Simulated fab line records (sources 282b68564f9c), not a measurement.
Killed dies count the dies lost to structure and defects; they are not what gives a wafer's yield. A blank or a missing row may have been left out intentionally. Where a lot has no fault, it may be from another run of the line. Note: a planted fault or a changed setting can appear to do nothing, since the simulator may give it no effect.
fab line records | flow rit-cmos
record lots=5 | wafers=15 | last-day=7
route steps=202 shown PLDD@116 SPACER@125 M1@202
lots that met no fault: taken from a fault-free run of the same line
start-h: the number of hours between the record's first day and the start of the first shown wafer of the lot | wait-h: hours elapsed since this lot's preceding step | " identical to the entry in the row above | L1.1+2: a single row standing in for several wafers | - either no value or no given start | * or withheld: withheld | < > ~ a bound
route shown NAME@n: names a module that has steps shown in the file, with the first one's number in the route | usual: mean and standard deviation over wafers with no fault | same: alike in all rows | chamber/n: place in a boat | sites: readings site by site | _std_site: the standard deviation of these | _edge_site: the outer-site mean with the inner-site mean subtracted | radius-mm: how far each site lies from the wafer's centre | mask NAME#n: copy n | behind: the tool/chamber that last shaped the wafer | hold: cause of the lot's hold/its duration in hours/its outcome | device: names the non-switching transistor (n, p or np) | end of line: tests of these same wafers at the route's end | a step given without rows: its recipe and nothing more | killed: at the first sort, the dies lost to defects and structure; wafer yield is something else | map: a wafer's dies, marking killed ones x, the rest . and places with no die _
set.NAME: the setting the step ran with; set.NAME@STEP: the setting that earlier step ran with | model.NAME: the simulator's own value behind a step, which no gauge read
lots at some steps of the route; a table a step, a row a wafer
services: the hour from which a tool's chamber was out of use, counted from the record's first day as start-h (under 0 if before that day), plus the number of hours and why
## steps
# step RIT_PLDD_SOFTBAKE_02
# recipe resist=NOVOLAK | temp-c=90 | time-s=60
# step RIT_PLDD_EXPOSE_03
# recipe mask-id=M8 | na=0.57 | target-cd-nm=40900 | dose-mj=250
# step RIT_PLDD_PEB_04
# recipe resist=NOVOLAK | temp-c=withheld | time-s=withheld
# step RIT_PLDD_DEVELOP_05
# recipe resist=NOVOLAK | develop-time-s=50 | dev-temp-c=23
# step RIT_PLDD_OVL_MEAS_06
# usual PLDD_OVL=-1.0/1.4
lot.wafer | tool       | chamber | start-h | wait-h | PLDD_OVL[nm]
L557.3    | overlay-01 | -       | 121.51  | -      | -1.3
L557.4    | "          | -       | "       | "      | -0.7
L557.5    | "          | -       | "       | "      | -0.4
L558.2    | overlay-02 | -       | 121.78  | -      | 0.5
L558.3    | "          | -       | "       | "      | 0.4
L558.4    | "          | -       | "       | "      | 0.2
L567.1    | overlay-02 | -       | 153.21  | -      | -1.2
L567.2    | "          | -       | "       | "      | 0.0
L567.3    | "          | -       | "       | "      | -0.2
L568.2    | overlay-02 | -       | 153.45  | -      | -0.7
L568.4    | "          | -       | "       | "      | 0.6
L568.5    | "          | -       | "       | "      | -0.6
L569.1    | overlay-02 | -       | 160.99  | -      | -1.5
L569.2    | "          | -       | "       | "      | -0.9
L569.4    | "          | -       | "       | "      | -1.2
# step RIT_PLDD_HARDBAKE_07
# recipe resist=NOVOLAK | temp-c=140 | time-s=60
# step RIT_PLDD_IMPLANT_08
# recipe species=BF2 | energy-kev=20 | dose-cm2=9e+14 | tilt-deg=7
# step RIT_PLDD_STRIP_09
# recipe chemistry=O2 | time-s=180 | resist=NOVOLAK | platen-temp-c=withheld | power-w=500 | pressure-mtorr=4000 | o2-flow-sccm=4000
# usual drypump-motor-current-A=5.7/0.49
lot.wafer | tool            | chamber | start-h | wait-h | drypump-motor-current-A | rf-hours-counter-h
L557.3    | plasma-asher-03 | 0       | 121.90  | 0.1    | 5.7                     | -
L557.4    | "               | 1       | "       | "      | 5.6                     | -
L557.5    | "               | 1       | "       | "      | 5.6                     | -
L558.2    | plasma-asher-02 | 1       | 122.11  | 0.1    | 6.5                     | 1
L558.3    | "               | 0       | "       | "      | 5.5                     | -
L558.4    | "               | 1       | "       | "      | 6.5                     | -
L567.1    | plasma-asher-02 | 0       | 153.72  | 0.1    | 5.5                     | 5
L567.2    | "               | 1       | "       | "      | 6.5                     | 5
L567.3    | "               | 1       | "       | "      | 6.5                     | -
L568.2    | plasma-asher-01 | 0       | 153.87  | 0.1    | 6.0                     | 38
L568.4    | "               | 1       | "       | "      | 5.0                     | -
L568.5    | "               | 1       | "       | "      | 5.0                     | -
L569.1    | plasma-asher-03 | 1       | 161.33  | 0.1    | 5.5                     | 46
L569.2    | "               | 0       | "       | "      | 5.6                     | 46
L569.4    | "               | 0       | "       | "      | 5.7                     | -
# step RIT_PLDD_TW_MEAS_10
# usual PLDD_TW=2364/13
lot.wafer | tool          | chamber | start-h | wait-h | PLDD_TW
L557.3    | film-metro-01 | -       | 122.04  | 0.1    | 2367
L557.4    | "             | -       | "       | "      | 2368
L557.5    | "             | -       | "       | "      | 2365
L558.2    | film-metro-03 | -       | 122.30  | 0.1    | 2369
L558.3    | "             | -       | "       | "      | 2357
L558.4    | "             | -       | "       | "      | 2373
L567.1    | film-metro-02 | -       | 153.90  | 0.1    | 2351
L567.2    | "             | -       | "       | "      | 2363
L567.3    | "             | -       | "       | "      | 2355
L568.2    | film-metro-01 | -       | 154.06  | 0.1    | 2351
L568.4    | "             | -       | "       | "      | 2362
L568.5    | "             | -       | "       | "      | 2365
L569.1    | film-metro-02 | -       | 161.50  | 0.1    | 2352
L569.2    | "             | -       | "       | "      | 2354
L569.4    | "             | -       | "       | "      | 2344
# step RIT_SPACER_CLEAN_00
# recipe chemistry=SC1 | mix=3:3:50 | time-s=600 | temp-c=75
# step RIT_SPACER_CLEAN_01
# recipe chemistry=dHF | dilution=50:1 | time-s=30
# step RIT_SPACER_CLEAN_02
# recipe chemistry=SC2 | mix=3:3:50 | time-s=600 | temp-c=75 | dry=n2-spin
# step RIT_SPACER_CVD_03
# recipe material=Si3N4 | target-thk-nm=250 | temp-c=810 | precursor=SiH2Cl2/NH3 | time-s=3300 | pressure-mtorr=300 | sih2cl2-flow-sccm=60 | nh3-flow-sccm=150
# usual spike-tc-centre-C=812.8/1.2 | spike-tc-load-C=835.7/1.4 | spike-tc-source-C=831.4/2.4 | zone-power-centre-pct=36/3.1 | zone-power-load-pct=19.8/1.1
lot.wafer | tool     | chamber | start-h | wait-h | spike-tc-centre-C | spike-tc-load-C | spike-tc-source-C | zone-power-centre-pct | zone-power-load-pct | model.Si3N4_of_SPACER_CVD_03.thk-nm
L557.3    | lpcvd-01 | 0       | 122.45  | 0.0    | 814.3             | 835.3           | 832.4             | 31                    | 19.4                | 254.2
L557.4    | "        | 0       | "       | "      | 814.0             | 837.3           | 833.4             | 32                    | 19.4                | 253
L557.5    | "        | 0       | "       | "      | 813.2             | 836.7           | 832.0             | 32                    | 19.7                | 253.7
L558.2    | lpcvd-02 | 1       | 123.53  | 0.8    | 810.4             | 837.1           | 828.7             | 40                    | 18.7                | 251.2
L558.3    | "        | 1       | "       | "      | 811.2             | 834.8           | 826.6             | 40                    | 18.4                | 252
L558.4    | "        | 1       | "       | "      | 813.8             | 833.4           | 829.4             | 40                    | 18.2                | 252.1
L567.1    | lpcvd-02 | 1       | 154.32  | 0.0    | 811.2             | 836.9           | 829.2             | 39                    | 18.2                | 252.1
L567.2    | "        | 1       | "       | "      | 811.3             | 835.2           | 827.0             | 40                    | 18.4                | 251.4
L567.3    | "        | 1       | "       | "      | 812.3             | 835.3           | 827.7             | 39                    | 18.1                | 253.2
L568.2    | lpcvd-01 | 0       | 155.71  | 1.2    | 832.8             | 856.9           | 853.6             | 32                    | 20.5                | 353.8
L568.4    | "        | 0       | "       | "      | 834.1             | 858.0           | 854.0             | 31                    | 20.6                | 355.2
L568.5    | "        | 0       | "       | "      | 834.1             | 858.4           | 852.7             | 33                    | 20.7                | 355.7
L569.1    | lpcvd-02 | 0       | 161.93  | 0.0    | 811.6             | 833.8           | 833.6             | 36                    | 21.0                | 251.8
L569.2    | "        | 0       | "       | "      | 814.0             | 836.2           | 834.0             | 37                    | 20.9                | 251.2
L569.4    | "        | 0       | "       | "      | 812.3             | 835.8           | 832.6             | 36                    | 20.7                | 250.9
# step RIT_SPACER_THK_MEAS_04
# recipe reads=Si3N4_of_SPACER_CVD_03
# usual SPACER_NITRIDE_THK=250.8/2.4
lot.wafer | tool          | chamber | start-h | wait-h | SPACER_NITRIDE_THK[nm]
L557.3    | film-metro-04 | -       | 124.38  | 0.0    | 254.1
L557.4    | "             | -       | "       | "      | 253.1
L557.5    | "             | -       | "       | "      | 253.8
L558.2    | film-metro-02 | -       | 125.46  | 0.0    | 251.3
L558.3    | "             | -       | "       | "      | 251.9
L558.4    | "             | -       | "       | "      | 251.9
L567.1    | film-metro-02 | -       | 156.24  | 0.0    | 252.0
L567.2    | "             | -       | "       | "      | 251.6
L567.3    | "             | -       | "       | "      | 253.2
L568.2    | film-metro-03 | -       | 157.63  | 0.0    | 353.8
L568.4    | "             | -       | "       | "      | 355.2
L568.5    | "             | -       | "       | "      | 355.7
L569.1    | film-metro-04 | -       | 163.85  | 0.0    | 251.8
L569.2    | "             | -       | "       | "      | 251.3
L569.4    | "             | -       | "       | "      | 250.9
# step RIT_SPACER_ETCHBACK_05
# recipe target-depth-a=2500 | SF6_flow_sccm=30 | CHF3_flow_sccm=30 | target=Si3N4 | chemistry=SF6/CHF3 | pressure-mtorr=40 | rf-w=250 | time-s=240 | stop-on=SiO2
# usual SF6_flow_sccm=30.01/0.084 | drypump-motor-current-A=5.9/0.38 | oes-product-au=0.844/0.013 | rf-fwd-power-W=249.2/0.81 | throttle-valve-pct=10.29/0.11
lot.wafer | tool        | chamber | start-h | wait-h | SF6_flow_sccm | drypump-motor-current-A | oes-product-au | rf-fwd-power-W | rf-hours-counter-h | throttle-valve-pct | model.Si3N4_of_SPACER_CVD_03.thk-nm | model.etch.depth-nm
L557.3    | rie-diel-01 | 2       | 124.42  | 0.0    | 29.94         | 5.0                     | 0.858          | 248.6          | 7                  | 10.35              | 198.5                               | 254.2
L557.4    | "           | 0       | "       | "      | 30.02         | 6.3                     | 0.837          | 249.4          | 68                 | 10.38              | 197.2                               | 253
L557.5    | "           | 2       | "       | "      | 29.82         | 5.0                     | 0.855          | 249.5          | -                  | 10.35              | 198.4                               | 253.7
L558.2    | rie-diel-02 | 3       | 125.51  | 0.0    | 30.01         | 5.8                     | 0.832          | 249.7          | 113                | 10.17              | 197.8                               | 251.2
L558.3    | "           | 0       | "       | "      | 30.17         | 5.6                     | 0.845          | 249.2          | 146                | 10.28              | 198.1                               | 252
L558.4    | "           | 0       | "       | "      | 30.13         | 5.7                     | 0.838          | 248.8          | -                  | 10.28              | 198.5                               | 252.1
L567.1    | rie-diel-03 | 3       | 156.30  | 0.1    | 29.98         | 6.5                     | 0.834          | 249.7          | 145                | 10.22              | 196.4                               | 252.1
L567.2    | "           | 2       | "       | "      | 30.17         | 5.4                     | 0.857          | 247.3          | 8                  | 10.46              | 198.4                               | 251.4
L567.3    | "           | 0       | "       | "      | 30.02         | 5.9                     | 0.859          | 249.4          | 98                 | 10.53              | 199.6                               | 253.2
L568.2    | rie-diel-02 | 2       | 157.68  | 0.0    | 29.98         | 6.1                     | 1.009          | 247.8          | 0                  | 10.26              | 277.6                               | 311.3
L568.4    | "           | 0       | "       | "      | 30.03         | 5.7                     | 0.967          | 249.2          | 146                | 10.33              | 279.9                               | 306.4
L568.5    | "           | 0       | "       | "      | 30.05         | 5.7                     | 0.994          | 248.8          | -                  | 10.35              | 279.1                               | 311.4
L569.1    | rie-diel-02 | 1       | 163.91  | 0.1    | 30.04         | 6.0                     | 0.868          | 249.6          | 20                 | 10.31              | 199.8                               | 251.8
L569.2    | "           | 3       | "       | "      | 29.91         | 5.8                     | 0.833          | 248.7          | 114                | 10.16              | 197.2                               | 251.2
L569.4    | "           | 0       | "       | "      | 30.06         | 5.7                     | 0.838          | 248.8          | 146                | 10.29              | 197.8                               | 250.9
# step RIT_M1_PROBE_99
# usual killed-at-contacts=0.1/0.25 | killed-at-front-end=7/3.1 | killed-dies=7/3.2 | killed-on-rim=1.9/1.5 | killed-open=3.3/2 | killed-short=3.5/2
# same gross-dies=264 | killed_at_M0_to_M3=0 | killed_at_M4_up=0 | killed-at-back-side=0 | killed-at-other=0
lot.wafer | tool      | chamber | start-h | wait-h | killed-at-contacts | killed-at-front-end | killed-dies | killed-on-rim | killed-open | killed-short
L557.3    | prober-01 | -       | 136.04  | 0.2    | 0                  | 12                  | 12          | 2             | 5           | 7
L557.4    | prober-01 | -       | 136.09  | 0.2    | 0                  | 13                  | 13          | 6             | 5           | 8
L557.5    | prober-01 | -       | 136.14  | 0.2    | 1                  | 8                   | 9           | 3             | 5           | 4
L558.2    | prober-02 | -       | 137.49  | 0.1    | 0                  | 1                   | 1           | 0             | 1           | 0
L558.3    | prober-02 | -       | 137.54  | 0.2    | 0                  | 6                   | 6           | 1             | 4           | 2
L558.4    | prober-02 | -       | 137.59  | 0.2    | 0                  | 10                  | 10          | 5             | 4           | 6
L567.1    | prober-01 | -       | 167.34  | 0.1    | 0                  | 13                  | 13          | 5             | 9           | 4
L567.2    | prober-01 | -       | 167.39  | 0.1    | 0                  | 3                   | 3           | 1             | 1           | 2
L567.3    | prober-01 | -       | 167.44  | 0.2    | 0                  | 10                  | 10          | 2             | 3           | 7
L568.2    | prober-02 | -       | 168.89  | 0.1    | 0                  | 264                 | 264         | 70            | 1           | 1
L568.4    | prober-02 | -       | 168.99  | 0.2    | 0                  | 264                 | 264         | 70            | 2           | 2
L568.5    | prober-02 | -       | 169.04  | 0.2    | 1                  | 263                 | 264         | 70            | 1           | 6
L569.1    | prober-01 | -       | 174.70  | 0.1    | 0                  | 2                   | 2           | 0             | 1           | 1
L569.2    | prober-01 | -       | 174.75  | 0.1    | 0                  | 6                   | 6           | 2             | 3           | 3
L569.4    | prober-01 | -       | 174.85  | 0.2    | 0                  | 6                   | 6           | 0             | 5           | 1
# killed by level:class
L557.3 FOX1:geometric-particle:short=3 FOX2:geometric-particle:open=2 FOX2:geometric-particle:short=2 GATE:geometric-particle:short=2 GATE:geometric-particle:open=1 SPACER:geometric-particle:open=1 SILICIDE:geometric-particle:open=1
L557.4 GATE:geometric-particle:short=3 FOX1:geometric-particle:short=2 GATE:geometric-particle:open=2 REOX:geometric-particle:short=2 FOX1:geometric-particle:open=1 REOX:geometric-particle:open=1 SPACER:geometric-particle:open=1 SPACER:geometric-particle:short=1
L557.5 SILICIDE:geometric-particle:open=3 FOX1:geometric-particle:short=2 FOX1:geometric-particle:open=1 GATE:geometric-particle:open=1 GATE:geometric-particle:short=1 CONTACT:geometric-particle:short=1
L558.2 GATE:geometric-particle:open=1
L558.3 SILICIDE:geometric-particle:open=3 FOX1:geometric-particle:open=1 FOX2:geometric-particle:short=1 GATE:geometric-particle:short=1
L558.4 GATE:geometric-particle:short=5 GATE:geometric-particle:open=2 FOX2:geometric-particle:short=1 SPACER:geometric-particle:open=1 SILICIDE:geometric-particle:open=1
L567.1 GATE:geometric-particle:short=3 GATE:geometric-particle:open=3 SILICIDE:geometric-particle:open=3 FOX1:geometric-particle:open=2 SPACER:geometric-particle:open=1 SILICIDE:geometric-particle:short=1
L567.2 FOX1:geometric-particle:short=1 GATE:geometric-particle:open=1 SILICIDE:geometric-particle:short=1
L567.3 FOX1:geometric-particle:short=2 GATE:geometric-particle:open=2 GATE:geometric-particle:short=2 SPACER:geometric-particle:short=2 SILICIDE:geometric-particle:short=1 SILICIDE:geometric-particle:open=1
L568.2 SPACER:area-etchback=262 SILICIDE:geometric-particle:short=1 SILICIDE:geometric-particle:open=1
L568.4 SPACER:area-etchback=260 GATE:geometric-particle:short=2 GATE:geometric-particle:open=1 SILICIDE:geometric-particle:open=1
L568.5 SPACER:area-etchback=257 SILICIDE:geometric-particle:short=3 GATE:geometric-particle:short=1 REOX:geometric-particle:open=1 REOX:geometric-particle:short=1 CONTACT:geometric-particle:short=1
L569.1 FOX2:geometric-particle:open=1 GATE:geometric-particle:short=1
L569.2 SILICIDE:geometric-particle:short=2 GATE:geometric-particle:short=1 REOX:geometric-particle:open=1 SPACER:geometric-particle:open=1 SILICIDE:geometric-particle:open=1
L569.4 GATE:geometric-particle:open=3 SILICIDE:geometric-particle:open=2 GATE:geometric-particle:short=1
# map L568.2 (x killed, . not)
________xxxxxxx_______
_____xxxxxxxxxxxxx____
____xxxxxxxxxxxxxxx___
___xxxxxxxxxxxxxxxxx__
__xxxxxxxxxxxxxxxxxxx_
__xxxxxxxxxxxxxxxxxxx_
_xxxxxxxxxxxxxxxxxxxxx
_xxxxxxxxxxxxxxxxxxxxx
_xxxxxxxxxxxxxxxxxxxxx
_xxxxxxxxxxxxxxxxxxxxx
__xxxxxxxxxxxxxxxxxxx_
__xxxxxxxxxxxxxxxxxxx_
___xxxxxxxxxxxxxxxxx__
____xxxxxxxxxxxxxxx___
_____xxxxxxxxxxxxx____
________xxxxxxx_______
# map L557.4 (x killed, . not)
________.....xx_______
_____.............____
____....x........x.___
___.................__
__..................._
__....x............x._
_.......x.............
_................x....
_.....................
_.....................
__..................._
__..................._
___x................__
____...............___
_____......xx..x..____
________.x....._______
## services
tool            | chamber | start-h | hours | kind
plasma-asher-02 | -       | 108.75  | 9.0   | pm
plasma-asher-02 | 0       | 108.75  | 9.0   | vent-cycle
plasma-asher-02 | 1       | 108.75  | 9.0   | vent-cycle
rie-diel-01     | 2       | 109.64  | 9.8   | repair
plasma-asher-01 | -       | 112.30  | 2.8   | pm
rie-diel-02     | 2       | 112.83  | 11.1  | repair
plasma-asher-02 | 0       | 117.75  | -     | clean
plasma-asher-02 | 1       | 117.75  | -     | clean
rie-diel-02     | 2       | 123.92  | -     | clean
rie-diel-02     | 2       | 123.92  | 16.1  | scheduled-down
rie-diel-02     | 2       | 123.92  | 16.1  | vent-cycle
plasma-asher-03 | -       | 130.17  | 3.4   | repair
## key
first-sign step=RIT_SPACER_CVD_03 | reading=spike-tc-centre-C | direction=up | sigmas=18 | usual=812.8 | struck=833.7
effect step=RIT_SPACER_CVD_03 | reading=spike-tc-load-C | direction=up | sigmas=16 | usual=835.7 | struck=857.8
effect step=RIT_SPACER_THK_MEAS_04 | reading=SPACER_NITRIDE_THK | direction=up | sigmas=44 | usual=250.8 | struck=354.9
effect step=RIT_SPACER_ETCHBACK_05 | reading=oes-product-au | direction=up | sigmas=11 | usual=0.844 | struck=0.990
effect step=RIT_M1_PROBE_99 | reading=killed-at-front-end | direction=up | sigmas=82 | usual=7 | struck=264
model-effect step=RIT_SPACER_CVD_03 | value=Si3N4_of_SPACER_CVD_03.thk-nm | without=250.3 | struck=354.9
model-effect step=RIT_SPACER_ETCHBACK_05 | value=Si3N4_of_SPACER_CVD_03.thk-nm | without=196.7 | struck=278.9
more-kills-born-at RIT_SPACER_ETCHBACK_05@rie-diel-02=779
met-at RIT_SPACER_CVD_03
struck-wafers L568.2,L568.4,L568.5
later-rows-left-out L568.2,L568.4,L568.5
tester-left-out L568
onset-between 122.45 155.71
fault kind=process-parameter-drift | tool=lpcvd-01 | chamber=0 | onset-h=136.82 | steps=RIT_SPACER_CVD_03 | channel=temp-c | offset=* | shape=step | end-h=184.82 | acts-in=* | stated=*
# tester-left-out: of these lots the tester's yield and bins aren't shown, on N5 and GAA mostly nor the transistor test; their killed dies are dies lost to structure and defects alone, not to doping, threshold or leakage, so they don't give the yield
# later-rows-left-out: the simulator's readings of these wafers behind a module that went badly wrong aren't trusted and aren't shown, but for the sort
